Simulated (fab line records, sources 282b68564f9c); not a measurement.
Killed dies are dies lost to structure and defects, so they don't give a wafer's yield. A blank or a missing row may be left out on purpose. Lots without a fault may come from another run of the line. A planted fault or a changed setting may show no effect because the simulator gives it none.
fab line records | flow rit_cmos
record lots=7 wafers=21 last_day=7
route steps=202 shown GATE@77 FOX2@80 M1@202
lots that met no fault: from a run of the same line without faults
start_h: hours from the record's first day to the start of the lot's first wafer shown | wait_h: hours since the lot's step before | " the same as in the row above | L1.1+2: a row that stands for several wafers | - no value, or no start given | * or withheld: withheld | < > ~ a bound
route shown NAME@n: a module of which the file shows steps, and the number in the route of the first | usual: mean/standard deviation of fault-free wafers | same: alike in all rows | chamber/n: place in a boat | sites: the reading at each site | _std_site: their standard deviation | _edge_site: outer sites' mean less inner sites' | radius_mm: how far each site lies from the wafer's centre | mask NAME#n: copy n | behind: the tool/chamber that last shaped the wafer | hold: why the lot was held/for how many hours/how that ended | device: the transistor (n, p or np) that didn't switch | end of line: the same wafers' tests at the end of the route | a step without rows: its recipe alone | killed: dies lost to structure and defects at the first sort, not the wafer's yield | map: a wafer's dies, x killed, . not, _ none there
set.NAME: the setting as run; set.NAME@STEP: as run at that earlier step | model.NAME: the simulator's own value behind a step, which no gauge read
lots at some steps of the route; a table a step, a row a wafer
services: from which hour (start_h, from the record's first day; less than 0 if before it) a tool's chamber was out of use, for how many hours, and why
## steps
# step RIT_GATE_CLEAN_02
# recipe chemistry=dHF dilution=50:1 time_s=30
# step RIT_GATE_CLEAN_03
# recipe chemistry=SC2 mix=3:3:50 time_s=600 temp_c=75 dry=n2_spin
# step RIT_GATE_CLEAN_04
# recipe chemistry=dHF dilution=50:1 time_s=60 dry=n2_spin
# step RIT_FOX2_THK_MEAS_91
# recipe reads=SiO2_of_FOX2_OXIDATION_00
# usual FIELD_OXIDE_LEFT_2_THK=253/6.4
# columns lot.wafer tool chamber start_h wait_h FIELD_OXIDE_LEFT_2_THK[nm]
L436.1 film_metro-01 - 39.28 0.0 251
L436.3 " - " " 251
L436.4 " - " " 252
L443.2 film_metro-01 - 75.60 0.0 256
L443.3 " - " " 254
L443.4 " - " " 255
L445.3 film_metro-01 - 82.64 0.0 243
L445.4 " - " " 240
L445.5 " - " " 249
L452.2 film_metro-03 - 119.20 0.0 260
L452.5 " - " " 258
L452.6 " - " " 258
L453.3 film_metro-02 - 119.78 0.0 262
L453.5 " - " " 260
L453.6 " - " " 264
L454.1 film_metro-03 - 123.45 0.0 257
L454.2 " - " " 256
L454.5 " - " " 262
L456.2 film_metro-02 - 134.02 0.0 263
L456.3 " - " " 257
L456.5 " - " " 255
# step RIT_GATE_OXIDATION_05
# recipe temp_c=900 ambient=O2 target_thk_a=30 ox_time_s=270
# step RIT_GATE_ANNEAL_06
# recipe temp_c=900 time_s=600 ambient=N2O
# step RIT_GATE_THK_MEAS_07
# recipe reads=SiO2_of_GATE_OXIDATION_05
# usual GATE_OXIDE_THK=3.01/0.06
# columns lot.wafer tool chamber start_h wait_h GATE_OXIDE_THK[nm]
L436.1 film_metro-03 - 42.71 0.0 2.87
L436.3 " - " " 2.94
L436.4 " - " " 2.93
L443.2 film_metro-02 - 79.83 0.0 3.01
L443.3 " - " " 2.95
L443.4 " - " " 2.96
L445.3 film_metro-03 - 84.74 0.0 3.14
L445.4 " - " " 3.09
L445.5 " - " " 3.07
L452.2 film_metro-03 - 121.66 0.0 3.02
L452.5 " - " " 2.92
L452.6 " - " " 3.05
L453.3 film_metro-03 - 122.73 0.0 3.00
L453.5 " - " " 2.93
L453.6 " - " " 2.92
L454.1 film_metro-02 - 127.44 0.0 3.03
L454.2 " - " " 3.00
L454.5 " - " " 3.00
L456.2 film_metro-03 - 135.40 0.0 3.10
L456.3 " - " " 3.07
L456.5 " - " " 3.03
# step RIT_GATE_CVD_08
# recipe material=poly-Si target_thk_nm=250 temp_c=610 precursor=SiH4 time_s=2220 pressure_mtorr=300 sih4_flow_sccm=100
# step RIT_GATE_THK_MEAS_09
# recipe reads=poly-Si_of_GATE_CVD_08
# usual GATE_POLY_THK=249.9/2.2
# columns lot.wafer tool chamber start_h wait_h GATE_POLY_THK[nm]
L436.1 film_metro-03 - 44.67 0.0 249.9
L436.3 " - " " 250.9
L436.4 " - " " 250.0
L443.2 film_metro-01 - 81.51 0.0 248.2
L443.3 " - " " 246.1
L443.4 " - " " 249.7
L445.3 film_metro-03 - 87.50 0.0 248.5
L445.4 " - " " 245.7
L445.5 " - " " 247.8
L452.2 film_metro-03 - 123.34 0.0 247.2
L452.5 " - " " 246.9
L452.6 " - " " 245.8
L453.3 film_metro-02 - 124.97 0.0 251.7
L453.5 " - " " 250.2
L453.6 " - " " 250.6
L454.1 film_metro-02 - 129.12 0.0 249.9
L454.2 " - " " 249.5
L454.5 " - " " 249.6
L456.2 film_metro-03 - 138.11 0.0 252.7
L456.3 " - " " 251.2
L456.5 " - " " 249.0
# step RIT_GATE_HMDS_10
# recipe prime_time_s=60 prime_temp_c=140
# step RIT_GATE_COAT_11
# recipe resist=NOVOLAK spin_rpm=4250 resist_thk_nm=850
# step RIT_GATE_SOFTBAKE_12
# recipe resist=NOVOLAK temp_c=90 time_s=61.13
# usual plate_sensor_t_centre_C=90.969/0.0099 plate_sensor_t_edge_C=91.021/0.0098 softbake_temp_c=90.03/0.12
# columns lot.wafer tool chamber start_h wait_h plate_sensor_t_centre_C plate_sensor_t_edge_C softbake_temp_c
L436.1 litho_track-01 0 45.03 0.1 90.972 91.033 89.89
L436.3 " 0 " " 90.960 91.037 90.08
L436.4 " 0 " " 90.982 91.028 90.00
L443.2 litho_track-01 0 82.05 0.1 90.972 91.026 90.11
L443.3 " 0 " " 90.977 91.013 89.93
L443.4 " 0 " " 90.973 91.017 89.95
L445.3 litho_track-03 0 87.89 0.1 90.944 91.018 90.16
L445.4 " 0 " " 90.973 91.003 90.05
L445.5 " 0 " " 90.953 91.006 90.02
L452.2 litho_track-03 0 123.71 0.1 90.946 91.010 90.22
L452.5 " 0 " " 90.977 91.027 89.88
L452.6 " 0 " " 90.956 91.008 89.97
L453.3 litho_track-03 0 125.36 0.1 90.958 91.008 89.92
L453.5 " 0 " " 90.959 91.025 89.92
L453.6 " 0 " " 90.979 91.014 89.80
L454.1 litho_track-02 0 129.48 0.1 90.967 91.003 89.93
L454.2 " 0 " " 90.973 91.012 90.04
L454.5 " 0 " " 90.966 91.043 89.88
L456.2 litho_track-03 0 138.48 0.1 90.977 91.036 90.15
L456.3 " 0 " " 90.946 91.006 89.82
L456.5 " 0 " " 90.977 91.033 90.11
# step RIT_GATE_EXPOSE_13
# recipe mask_id=M6 na=0.6 source_shape=conventional sigma_outer=0.6 target_cd_nm=150 dose_mj=380
# columns lot.wafer tool chamber start_h wait_h mask model.GATE.overlay_x_nm
L436.1+3+4 iline_stepper-02 0 45.30 0.2 M6#0 -2.41
L443.2+3+4 iline_stepper-01 0 82.20 0.1 M6#0 2.782
L445.3+4+5 iline_stepper-01 0 88.16 0.2 M6#0 -3.593
L452.2+5+6 iline_stepper-02 0 123.89 0.2 M6#0 -0.3249
L453.3+5+6 iline_stepper-01 0 125.62 0.2 M6#0 -150.6
L454.1+2+5 iline_stepper-01 0 129.63 0.1 M6#0 -148.9
L456.2+3+5 iline_stepper-01 0 138.75 0.2 M6#0 -146.5
# step RIT_GATE_PEB_14
# recipe resist=NOVOLAK temp_c=withheld time_s=withheld
# step RIT_GATE_DEVELOP_15
# recipe resist=NOVOLAK develop_time_s=50 dev_temp_c=23
# step RIT_GATE_CD_MEAS_16
# recipe target_cd_nm=150
# usual cd_nm=149.8/2.4
# columns lot.wafer tool chamber start_h wait_h cd_nm
L436.1 cd_sem-02 - 45.83 - 149.3
L436.3 " - " " 149.4
L436.4 " - " " 150.6
L443.2 cd_sem-01 - 82.60 - 151.2
L443.3 " - " " 151.8
L443.4 " - " " 152.3
L445.3 cd_sem-02 - 88.56 - 152.2
L445.4 " - " " 150.4
L445.5 " - " " 151.1
L452.2 cd_sem-01 - 124.33 - 154.0
L452.5 " - " " 152.1
L452.6 " - " " 155.3
L453.3 cd_sem-01 - 126.06 - 147.6
L453.5 " - " " 147.3
L453.6 " - " " 146.7
L454.1 cd_sem-02 - 130.03 - 152.0
L454.2 " - " " 149.0
L454.5 " - " " 149.7
L456.2 cd_sem-01 - 139.15 - 149.7
L456.3 " - " " 150.0
L456.5 " - " " 148.8
# step RIT_GATE_OVL_MEAS_17
# usual GATE_OVL=-0.3/1.5
# columns lot.wafer tool chamber start_h wait_h GATE_OVL[nm]
L436.1 overlay-02 - 45.95 0.1 -1.8
L436.3 " - " " -0.9
L436.4 " - " " -1.3
L443.2 overlay-02 - 82.70 0.1 3.3
L443.3 " - " " 3.1
L443.4 " - " " 2.4
L445.3 overlay-01 - 88.65 0.1 0.1
L445.4 " - " " -2.1
L445.5 " - " " -3.0
L452.2 overlay-01 - 124.43 0.1 -1.2
L452.5 " - " " -2.1
L452.6 " - " " -1.0
L453.3 overlay-02 - 126.15 0.1 -150.9
L453.5 " - " " -150.7
L453.6 " - " " -149.9
L454.1 overlay-01 - 130.15 0.1 -150.8
L454.2 " - " " -148.9
L454.5 " - " " -149.4
L456.2 overlay-02 - 139.26 0.1 -149.4
L456.3 " - " " -146.6
L456.5 " - " " -147.9
# step RIT_GATE_HARDBAKE_18
# recipe resist=NOVOLAK temp_c=140 time_s=60
# step RIT_M1_PROBE_99
# usual killed_at_M0_to_M3=0.0/0.16 killed_at_contacts=0.1/0.24 killed_at_front_end=7/3.2 killed_dies=7/3.2 killed_on_rim=2.0/1.5 killed_open=3.4/2 killed_short=3.5/2.2
# same gross_dies=264 killed_at_M4_up=0 killed_at_back_side=0 killed_at_other=0
# columns lot.wafer tool chamber start_h wait_h killed_at_M0_to_M3 killed_at_contacts killed_at_front_end killed_dies killed_on_rim killed_open killed_short model.etest.pldd.width_nm model.etest.nldd.width_nm model.etest.select_edge_diode_n.leak_log10_a model.etest.select_edge_diode_p.leak_log10_a model.etest.gate_end_array.leak_log10_a_um
L436.1 prober-01 - 68.19 0.1 0 0 5 5 2 3 2 3203 3190 -9.714 -10.29 -12.62
L436.3 prober-01 - 68.29 0.2 0 0 4 4 2 4 0 3183 3193 -9.779 -10.44 -12.65
L436.4 prober-01 - 68.34 0.2 0 0 4 4 2 0 4 3177 3197 -9.653 -10.69 -12.85
L443.2 prober-01 - 103.32 0.1 0 0 8 8 2 3 5 3187 3200 -9.797 -10.45 -12.88
L443.3 prober-01 - 103.37 0.2 0 1 11 12 3 7 5 3194 3185 -9.848 -10.38 -12.91
L443.4 prober-01 - 103.42 0.2 0 0 14 14 4 5 9 3201 3214 -9.71 -10.39 -12.92
L445.3 prober-01 - 111.84 0.2 0 0 9 9 2 3 6 3222 3207 -9.648 -10.56 -12.77
L445.4 prober-01 - 111.89 0.2 0 0 11 11 2 3 8 3213 3213 -9.967 -10.5 -12.82
L445.5 prober-01 - 111.94 0.2 0 0 7 7 3 2 5 3193 3196 -9.941 -10.49 -12.89
L452.2 prober-02 - 145.13 0.1 1 0 5 6 1 2 4 3186 3202 -9.757 -10.3 -12.92
L452.5 prober-02 - 145.28 0.2 0 0 9 9 3 3 6 3162 3161 -9.745 -10.4 -12.94
L452.6 prober-02 - 145.33 0.2 0 0 9 9 0 4 5 3162 3180 -9.87 -10.53 -12.92
L453.3 prober-01 - 147.60 0.2 0 0 12 12 2 4 8 3117 3112 -6.34 -6.902 -11.79
L453.5 prober-01 - 147.70 0.2 0 0 13 13 5 9 4 3099 3096 -6.431 -6.857 -11.8
L453.6 prober-01 - 147.75 0.2 0 0 13 13 1 10 3 3086 3096 -6.779 -7.127 -11.69
L454.1 prober-02 - 153.09 0.1 0 0 4 4 1 2 2 3108 3113 -6.682 -7.32 -11.89
L454.2 prober-02 - 153.14 0.1 0 0 1 1 1 0 1 3128 3102 -6.18 -6.803 -11.73
L454.5 prober-02 - 153.29 0.2 0 0 6 6 1 1 5 3093 3082 -6.902 -7.247 -11.8
L456.2 prober-02 - 160.72 0.1 0 0 8 8 4 3 5 3116 3114 -6.639 -7.236 -12.1
L456.3 prober-02 - 160.77 0.2 0 0 7 7 2 3 4 3096 3119 -6.208 -6.74 -11.74
L456.5 prober-02 - 160.87 0.2 0 0 7 7 2 4 3 3107 3124 -6.298 -6.869 -11.83
# killed by level:class
L436.1 REOX:geometric_particle:open=2 GATE:geometric_particle:open=1 REOX:geometric_particle:short=1 SPACER:geometric_particle:short=1
L436.3 SPACER:geometric_particle:open=2 FOX2:geometric_particle:open=1 GATE:geometric_particle:open=1
L436.4 GATE:geometric_particle:short=2 REOX:geometric_particle:short=2
L443.2 GATE:geometric_particle:short=3 GATE:geometric_particle:open=1 REOX:geometric_particle:short=1 REOX:geometric_particle:open=1 SPACER:geometric_particle:short=1 SILICIDE:geometric_particle:open=1
L443.3 GATE:geometric_particle:open=2 REOX:geometric_particle:open=2 SPACER:geometric_particle:open=2 SPACER:geometric_particle:short=2 FOX1:geometric_particle:short=1 REOX:geometric_particle:short=1 SILICIDE:geometric_particle:open=1 CONTACT:geometric_particle:short=1
L443.4 GATE:geometric_particle:short=4 FOX1:geometric_particle:short=3 GATE:geometric_particle:open=3 FOX1:geometric_particle:open=1 REOX:geometric_particle:open=1 REOX:geometric_particle:short=1 SILICIDE:geometric_particle:short=1
L445.3 GATE:geometric_particle:short=4 GATE:geometric_particle:open=2 FOX1:geometric_particle:short=1 REOX:geometric_particle:short=1 REOX:geometric_particle:open=1
L445.4 GATE:geometric_particle:short=6 GATE:geometric_particle:open=2 ACTIVE:geometric_particle:open=1 FOX1:geometric_particle:short=1 SILICIDE:geometric_particle:short=1
L445.5 GATE:geometric_particle:short=2 GATE:geometric_particle:open=2 SILICIDE:geometric_particle:short=2 REOX:geometric_particle:short=1
L452.2 FOX1:geometric_particle:short=2 FOX2:geometric_particle:open=1 GATE:geometric_particle:short=1 SILICIDE:geometric_particle:open=1 M1:geometric_particle:short=1
L452.5 FOX1:geometric_particle:short=3 FOX1:geometric_particle:open=2 SILICIDE:geometric_particle:short=2 GATE:geometric_particle:open=1 REOX:geometric_particle:short=1
L452.6 FOX1:geometric_particle:short=2 GATE:geometric_particle:open=2 FOX2:geometric_particle:open=1 GATE:geometric_particle:short=1 REOX:geometric_particle:short=1 SPACER:geometric_particle:open=1 SILICIDE:geometric_particle:short=1
L453.3 GATE:geometric_particle:short=3 FOX1:geometric_particle:short=2 GATE:geometric_particle:open=2 FOX2:geometric_particle:short=1 FOX2:geometric_particle:open=1 REOX:geometric_particle:short=1 SPACER:geometric_particle:open=1 SILICIDE:geometric_particle:short=1
L453.5 FOX2:geometric_particle:open=3 SILICIDE:geometric_particle:open=3 SILICIDE:geometric_particle:short=2 FOX1:geometric_particle:open=1 FOX2:geometric_particle:short=1 GATE:geometric_particle:short=1 GATE:geometric_particle:open=1 REOX:geometric_particle:open=1
L453.6 SILICIDE:geometric_particle:open=4 FOX1:geometric_particle:open=2 GATE:geometric_particle:open=2 REOX:geometric_particle:short=2 GATE:geometric_particle:short=1 REOX:geometric_particle:open=1 SPACER:geometric_particle:open=1
L454.1 FOX1:geometric_particle:open=1 GATE:geometric_particle:open=1 GATE:geometric_particle:short=1 REOX:geometric_particle:short=1
L454.2 SPACER:geometric_particle:short=1
L454.5 GATE:geometric_particle:short=3 FOX2:geometric_particle:short=1 GATE:geometric_particle:open=1 REOX:geometric_particle:short=1
L456.2 FOX2:geometric_particle:short=2 FOX2:geometric_particle:open=2 SPACER:geometric_particle:short=2 REOX:geometric_particle:short=1 SPACER:geometric_particle:open=1
L456.3 SPACER:geometric_particle:short=2 FOX1:geometric_particle:open=1 FOX2:geometric_particle:short=1 GATE:geometric_particle:short=1 GATE:geometric_particle:open=1 REOX:geometric_particle:open=1
L456.5 FOX2:geometric_particle:open=2 FOX1:geometric_particle:short=1 GATE:geometric_particle:short=1 REOX:geometric_particle:open=1 SPACER:geometric_particle:short=1 SPACER:geometric_particle:open=1
## services
# columns tool chamber start_h hours kind
iline_stepper-01 - 58.23 2.1 pm
iline_stepper-01 - 60.32 - consumable_replace:lamp
iline_stepper-01 - 105.38 7.3 repair
iline_stepper-02 - 116.02 1.0 repair
## key
first_sign step=RIT_GATE_OVL_MEAS_17 reading=GATE_OVL direction=down sigmas=99+ usual=-0.3 struck=-149.4
effect none on later readings
model_effect step=RIT_GATE_EXPOSE_13 value=GATE.overlay_x_nm without=1.339 struck=-148.7
model_effect step=RIT_M1_PROBE_99 value=etest.pldd.width_nm without=3170 struck=3105
met_at RIT_GATE_EXPOSE_13
struck_wafers L453.3,L453.5,L453.6,L454.1,L454.2,L454.5,L456.2,L456.3,L456.5
tester_left_out L453,L454,L456
onset_between 88.16 125.62
also_fits time
fault kind=scanner_matching_overlay tool=iline_stepper-01 chamber=- onset_h=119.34 steps=RIT_GATE_EXPOSE_13 offset=-150
# tester_left_out: of these lots the tester's yield and bins aren't shown, on N5 and GAA mostly nor the transistor test; their killed dies are dies lost to structure and defects alone, not to doping, threshold or leakage, so they don't give the yield
